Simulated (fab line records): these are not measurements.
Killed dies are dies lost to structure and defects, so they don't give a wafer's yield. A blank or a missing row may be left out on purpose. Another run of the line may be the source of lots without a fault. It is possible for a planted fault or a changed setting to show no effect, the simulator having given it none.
fab line records	flow rit_cmos
record: lots: 6	wafers: 18	last_day: 7
route steps=202 shown GATE@88 REOX@98 M1@202
lots with no fault: from the same line, run without faults
start_h: hours from the record's opening day to when the first of the lot's shown wafers began	wait_h: hours from the lot's prior step to this one	" same as the row above	L1.1+2: several wafers, shown together as one row	- no value, or no start given	* or withheld: withheld	< > ~ a bound
route shown NAME@n: NAME is a module with steps in the file, n the number in the route of the first one	usual: mean/standard deviation taken from wafers without a fault	same: alike in all rows	chamber/n: place in a boat	sites: readings site by site	_std_site: their standard deviation	_edge_site: outer sites' mean less inner sites'	radius_mm: for every site, how far away it sits from the centre of the wafer	mask NAME#n: copy n	behind: tool/chamber where the wafer was last shaped	hold: what put the lot on hold/how long, in hours/how the hold closed	device: the transistor (n, p or np) that didn't switch	end of line: at the end of the route, the tests of the same wafers	a step given without rows: its recipe and nothing more	killed: not the wafer's yield, but the dies lost to structure and defects at the first sort	map: per-die view of a wafer (x killed, . not killed, _ where there is no die)
set.NAME: setting as actually run; set.NAME@STEP: the setting as run at that earlier step	model.NAME: the simulator's own value behind a step, which no gauge read
lots at some steps of the route; a table a step, a row a wafer
services: the hour from which a tool's chamber was out of use, counted from the record's first day as start_h (under 0 if before that day), plus the number of hours and why
== steps ==
step: RIT_GATE_SOFTBAKE_12
recipe: resist: NOVOLAK	temp_c: 90	time_s: 60
step: RIT_GATE_EXPOSE_13
recipe: mask_id: M6	na: 0.6	source_shape: conventional	sigma_outer: 0.6	target_cd_nm: 150	dose_mj: 380
step: RIT_GATE_PEB_14
recipe: resist: NOVOLAK	temp_c: withheld	time_s: withheld
step: RIT_GATE_DEVELOP_15
recipe: resist: NOVOLAK	develop_time_s: 48.17	dev_temp_c: 23
step: RIT_GATE_CD_MEAS_16
recipe: target_cd_nm: 150
usual: cd_nm: 150.4/2.1
lot.wafer	tool	chamber	start_h	wait_h	cd_nm
L924.2	cd_sem-01	-	51.73	-	150.9
L924.4	"	-	"	"	150.1
L924.5	"	-	"	"	148.4
L929.1	cd_sem-01	-	77.63	-	149.6
L929.5	"	-	"	"	150.5
L929.6	"	-	"	"	153.2
L934.1	cd_sem-01	-	101.55	-	146.6
L934.3	"	-	"	"	150.4
L934.5	"	-	"	"	148.4
L938.3	cd_sem-02	-	121.13	-	151.0
L938.4	"	-	"	"	149.0
L938.5	"	-	"	"	148.4
L941.1	cd_sem-01	-	142.50	-	147.7
L941.2	"	-	"	"	147.1
L941.5	"	-	"	"	148.0
L943.3	cd_sem-01	-	148.04	-	153.5
L943.4	"	-	"	"	149.3
L943.5	"	-	"	"	150.9
step: RIT_GATE_OVL_MEAS_17
usual: GATE_OVL: 1.0/1.3
lot.wafer	tool	chamber	start_h	wait_h	GATE_OVL[nm]
L924.2	overlay-02	-	51.83	0.1	2.0
L924.4	"	-	"	"	-0.5
L924.5	"	-	"	"	2.7
L929.1	overlay-01	-	77.75	0.1	0.1
L929.5	"	-	"	"	1.9
L929.6	"	-	"	"	-0.5
L934.1	overlay-02	-	101.67	0.1	-0.6
L934.3	"	-	"	"	-1.0
L934.5	"	-	"	"	-1.0
L938.3	overlay-01	-	121.22	0.1	0.7
L938.4	"	-	"	"	2.1
L938.5	"	-	"	"	2.1
L941.1	overlay-02	-	142.62	0.1	-2.4
L941.2	"	-	"	"	-2.5
L941.5	"	-	"	"	-0.4
L943.3	overlay-01	-	148.13	0.1	0.8
L943.4	"	-	"	"	0.7
L943.5	"	-	"	"	2.0
step: RIT_GATE_HARDBAKE_18
recipe: resist: NOVOLAK	temp_c: 140	time_s: 60
step: RIT_GATE_ETCH_19
recipe: chemistry: SF6/CHF3/O2	time_s: 165	SF6_flow_sccm: 30	CHF3_flow_sccm: 30	O2_flow_sccm: 5	target: poly-Si	pressure_mtorr: 40	rf_w: 160	target_depth_a: 3125	over_etch_frac: 0.25	stop_on: SiO2
usual: drypump_motor_current_A: 5.6/0.61	oes_product_au: 0.853/0.013	throttle_valve_pct: 10.26/0.09
lot.wafer	tool	chamber	start_h	wait_h	drypump_motor_current_A	oes_product_au	rf_hours_counter_h	throttle_valve_pct
L924.2	rie_si-01	2	52.01	0.1	5.2	0.879	40	10.39
L924.4	"	3	"	"	4.6	0.874	138	10.39
L924.5	"	2	"	"	5.3	0.885	-	10.39
L929.1	rie_si-02	1	77.94	0.1	6.5	0.838	2	10.33
L929.5	"	0	"	"	4.8	0.844	-	10.18
L929.6	"	3	"	"	5.5	0.866	-	10.22
L934.1	rie_si-01	1	101.85	0.1	6.1	0.840	80	10.16
L934.3	"	3	"	"	4.6	0.862	139	10.40
L934.5	"	1	"	"	6.1	0.841	-	10.18
L938.3	rie_si-01	1	121.40	0.1	6.1	0.844	81	10.19
L938.4	"	3	"	"	4.6	0.862	139	10.41
L938.5	"	2	"	"	5.3	0.869	-	10.38
L941.1	rie_si-02	0	142.81	0.1	4.9	0.844	34	10.19
L941.2	"	3	"	"	5.5	0.848	58	10.22
L941.5	"	3	"	"	5.5	0.855	-	10.21
L943.3	rie_si-02	1	148.47	0.1	6.5	0.836	2	10.33
L943.4	"	2	"	"	6.0	0.835	4	10.27
L943.5	"	0	"	"	4.9	0.847	-	10.17
step: RIT_GATE_STRIP_20
recipe: chemistry: O2	time_s: 180	resist: NOVOLAK	platen_temp_c: withheld	power_w: 500	pressure_mtorr: 4000	o2_flow_sccm: 4000
usual: drypump_motor_current_A: 5.4/0.32
lot.wafer	tool	chamber	start_h	wait_h	drypump_motor_current_A	rf_hours_counter_h
L924.2	plasma_asher-03	1	52.12	0.1	5.4	40
L924.4	"	0	"	"	6.0	-
L924.5	"	0	"	"	5.9	-
L929.1	plasma_asher-02	0	78.04	0.1	5.0	46
L929.5	"	0	"	"	5.0	-
L929.6	"	1	"	"	5.6	-
L934.1	plasma_asher-02	0	101.96	0.1	5.0	49
L934.3	"	0	"	"	5.0	-
L934.5	"	0	"	"	5.0	-
L938.3	plasma_asher-01	0	121.56	0.1	5.4	-
L938.4	"	1	"	"	5.3	-
L938.5	"	0	"	"	5.4	-
L941.1	plasma_asher-01	1	142.91	0.1	5.3	3
L941.2	"	0	"	"	5.4	3
L941.5	"	1	"	"	5.3	-
L943.3	plasma_asher-03	1	148.64	0.1	5.4	-
L943.4	"	0	"	"	6.0	-
L943.5	"	0	"	"	6.0	-
step: RIT_GATE_CD_MEAS_90
recipe: target_cd_nm: 150
usual: cd_nm: 150.4/2.1
lot.wafer	tool	chamber	start_h	wait_h	cd_nm
L924.2	cd_sem-02	-	52.32	0.1	151.2
L924.4	"	-	"	"	150.2
L924.5	"	-	"	"	148.7
L929.1	cd_sem-01	-	78.22	0.1	149.7
L929.5	"	-	"	"	150.7
L929.6	"	-	"	"	153.5
L934.1	cd_sem-01	-	102.14	0.1	146.4
L934.3	"	-	"	"	150.8
L934.5	"	-	"	"	148.5
L938.3	cd_sem-02	-	121.72	0.1	150.9
L938.4	"	-	"	"	149.0
L938.5	"	-	"	"	148.3
L941.1	cd_sem-02	-	143.09	0.1	147.8
L941.2	"	-	"	"	147.5
L941.5	"	-	"	"	147.8
L943.3	cd_sem-02	-	148.79	0.1	153.8
L943.4	"	-	"	"	149.6
L943.5	"	-	"	"	151.0
step: RIT_REOX_CLEAN_00
recipe: chemistry: SC1	mix: 3:3:50	time_s: 577	temp_c: 75
step: RIT_REOX_CLEAN_01
recipe: chemistry: dHF	dilution: 50:1	time_s: 30
step: RIT_REOX_CLEAN_02
recipe: chemistry: SC2	mix: 3:3:50	time_s: 600	temp_c: 75	dry: n2_spin
usual: bath_heat_duty_pct: 14.0/1.2	run_length_s: 627/3.2	temp_c: 74.99/0.11
lot.wafer	tool	chamber	start_h	wait_h	bath_heat_duty_pct	run_length_s	temp_c
L924.2	wet_bench-03	3	52.64	0.0	13.8	625	74.97
L924.4	"	3	"	"	11.5	625	75.13
L924.5	"	3	"	"	12.9	625	75.27
L929.1	wet_bench-03	1	78.53	0.0	12.3	628	75.14
L929.5	"	1	"	"	13.6	628	75.07
L929.6	"	1	"	"	13.6	628	74.95
L934.1	wet_bench-03	3	102.45	0.0	12.9	449	75.10
L934.3	"	3	"	"	12.1	449	74.94
L934.5	"	3	"	"	13.4	449	75.07
L938.3	wet_bench-03	2	122.01	0.0	13.3	451	74.87
L938.4	"	2	"	"	14.1	451	75.03
L938.5	"	2	"	"	15.7	451	74.97
L941.1	wet_bench-04	2	143.42	0.0	15.5	634	75.11
L941.2	"	2	"	"	15.5	634	74.97
L941.5	"	2	"	"	16.2	634	75.02
L943.3	wet_bench-02	0	149.06	0.0	12.0	627	74.95
L943.4	"	0	"	"	13.4	627	75.09
L943.5	"	0	"	"	13.7	627	75.23
step: RIT_REOX_OXIDATION_03
recipe: temp_c: 900	ambient: O2	target_thk_a: 252	ox_time_s: 5580
step: RIT_M1_PROBE_99
usual: killed_at_M0_to_M3: 0.0/0.16	killed_at_front_end: 7/3.1	killed_dies: 7/3.1	killed_open: 3.6/2	killed_short: 3.5/2
same: gross_dies: 264	killed_at_M4_up: 0	killed_at_back_side: 0	killed_at_contacts: 0	killed_at_other: 0
lot.wafer	tool	chamber	start_h	wait_h	killed_at_M0_to_M3	killed_at_front_end	killed_dies	killed_open	killed_short
L924.2	prober-01	-	73.49	0.1	1	4	5	1	4
L924.4	prober-01	-	73.59	0.2	0	7	7	4	3
L924.5	prober-01	-	73.64	0.2	0	11	11	5	6
L929.1	prober-02	-	97.77	0.1	0	8	8	3	5
L929.5	prober-02	-	97.97	0.2	0	6	6	4	2
L929.6	prober-02	-	98.02	0.2	0	9	9	6	3
L934.1	prober-01	-	123.13	0.1	0	12	12	6	6
L934.3	prober-01	-	123.23	0.2	0	8	8	3	5
L934.5	prober-01	-	123.33	0.2	0	8	8	4	4
L938.3	prober-01	-	142.82	0.2	0	9	9	7	2
L938.4	prober-01	-	142.87	0.2	0	5	5	3	2
L938.5	prober-01	-	142.92	0.2	0	10	10	5	5
L941.1	prober-02	-	163.56	0.1	0	3	3	1	2
L941.2	prober-02	-	163.61	0.1	0	8	8	5	3
L941.5	prober-02	-	163.76	0.2	0	4	4	1	3
L943.3	prober-02	-	168.27	0.2	0	5	5	4	1
L943.4	prober-02	-	168.32	0.2	0	3	3	0	3
L943.5	prober-02	-	168.37	0.2	0	7	7	3	4
killed by level:class
L924.2 SPACER:geometric_particle:short=2 REOX:geometric_particle:short=1 SILICIDE:geometric_particle:short=1 M1:geometric_particle:open=1
L924.4 GATE:geometric_particle:open=2 FOX1:geometric_particle:short=1 REOX:geometric_particle:short=1 SPACER:geometric_particle:open=1 SILICIDE:geometric_particle:open=1 SILICIDE:geometric_particle:short=1
L924.5 GATE:geometric_particle:open=2 REOX:geometric_particle:short=2 SPACER:geometric_particle:short=2 FOX1:geometric_particle:open=1 GATE:geometric_particle:short=1 REOX:geometric_particle:open=1 SPACER:geometric_particle:open=1 SILICIDE:geometric_particle:short=1
L929.1 GATE:geometric_particle:short=2 GATE:geometric_particle:open=2 FOX1:geometric_particle:open=1 FOX1:geometric_particle:short=1 FOX2:geometric_particle:short=1 SPACER:geometric_particle:short=1
L929.5 GATE:geometric_particle:open=4 GATE:geometric_particle:short=2
L929.6 GATE:geometric_particle:open=4 GATE:geometric_particle:short=2 FOX1:geometric_particle:short=1 FOX1:geometric_particle:open=1 FOX2:geometric_particle:open=1
L934.1 FOX2:geometric_particle:short=3 GATE:geometric_particle:open=3 GATE:geometric_particle:short=2 FOX1:geometric_particle:short=1 FOX2:geometric_particle:open=1 SPACER:geometric_particle:open=1 SILICIDE:geometric_particle:open=1
L934.3 ACTIVE:geometric_particle:short=1 FOX1:geometric_particle:short=1 GATE:geometric_particle:open=1 GATE:geometric_particle:short=1 REOX:geometric_particle:short=1 SPACER:geometric_particle:open=1 SILICIDE:geometric_particle:open=1 SILICIDE:geometric_particle:short=1
L934.5 GATE:geometric_particle:open=2 FOX1:geometric_particle:short=1 FOX2:geometric_particle:short=1 FOX2:geometric_particle:open=1 REOX:geometric_particle:short=1 SPACER:geometric_particle:open=1 SILICIDE:geometric_particle:short=1
L938.3 REOX:geometric_particle:open=3 GATE:geometric_particle:open=2 FOX1:geometric_particle:open=1 GATE:geometric_particle:short=1 SPACER:geometric_particle:short=1 SILICIDE:geometric_particle:open=1
L938.4 GATE:geometric_particle:open=2 FOX1:geometric_particle:open=1 FOX2:geometric_particle:short=1 GATE:geometric_particle:short=1
L938.5 REOX:geometric_particle:open=2 GATE:geometric_particle:short=2 REOX:geometric_particle:short=2 SPACER:geometric_particle:open=2 SILICIDE:geometric_particle:open=1 SILICIDE:geometric_particle:short=1
L941.1 GATE:geometric_particle:short=1 SPACER:geometric_particle:short=1 SPACER:geometric_particle:open=1
L941.2 FOX1:geometric_particle:open=3 FOX1:geometric_particle:short=2 GATE:geometric_particle:short=1 GATE:geometric_particle:open=1 REOX:geometric_particle:open=1
L941.5 SPACER:geometric_particle:short=2 FOX1:geometric_particle:short=1 SPACER:geometric_particle:open=1
L943.3 GATE:geometric_particle:open=2 REOX:geometric_particle:open=1 SILICIDE:geometric_particle:open=1 SILICIDE:geometric_particle:short=1
L943.4 GATE:geometric_particle:short=2 SILICIDE:geometric_particle:short=1
L943.5 GATE:geometric_particle:open=2 SILICIDE:geometric_particle:short=2 GATE:geometric_particle:short=1 SPACER:geometric_particle:short=1 SILICIDE:geometric_particle:open=1
== services ==
tool	chamber	start_h	hours	kind
rie_si-02	-	41.77	14.6	pm
wet_bench-03	-	52.86	0.9	repair
rie_si-01	0	67.85	-	clean
rie_si-01	0	67.85	23.2	scheduled_down
rie_si-01	0	67.85	23.2	vent_cycle
plasma_asher-01	-	77.77	2.8	pm
plasma_asher-02	-	105.46	2.7	repair
plasma_asher-01	-	108.75	9.0	pm
plasma_asher-01	0	108.75	9.0	vent_cycle
plasma_asher-01	1	108.75	9.0	vent_cycle
plasma_asher-01	0	117.75	-	clean
plasma_asher-01	1	117.75	-	clean
plasma_asher-03	-	142.47	3.9	repair
plasma_asher-02	-	143.78	2.8	repair
== key ==
first_sign: step: RIT_REOX_CLEAN_02	reading: run_length_s	direction: down	sigmas: 55	usual: *	struck: *
effect none on later readings
met_at RIT_REOX_CLEAN_02
struck_wafers L934.1,L934.3,L934.5,L938.3,L938.4,L938.5
tester_left_out L934,L938
onset_between 78.53 102.45
fault: kind: process_parameter_drift	tool: wet_bench-03	chamber: -	onset_h: 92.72	steps: RIT_REOX_CLEAN_02	channel: time_s	offset: *	shape: step	end_h: 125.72	acts_in: *	stated: *
tester_left_out: of these lots the tester's yield and bins aren't shown, on N5 and GAA mostly nor the transistor test; their killed dies are dies lost to structure and defects alone, not to doping, threshold or leakage, so they don't give the yield
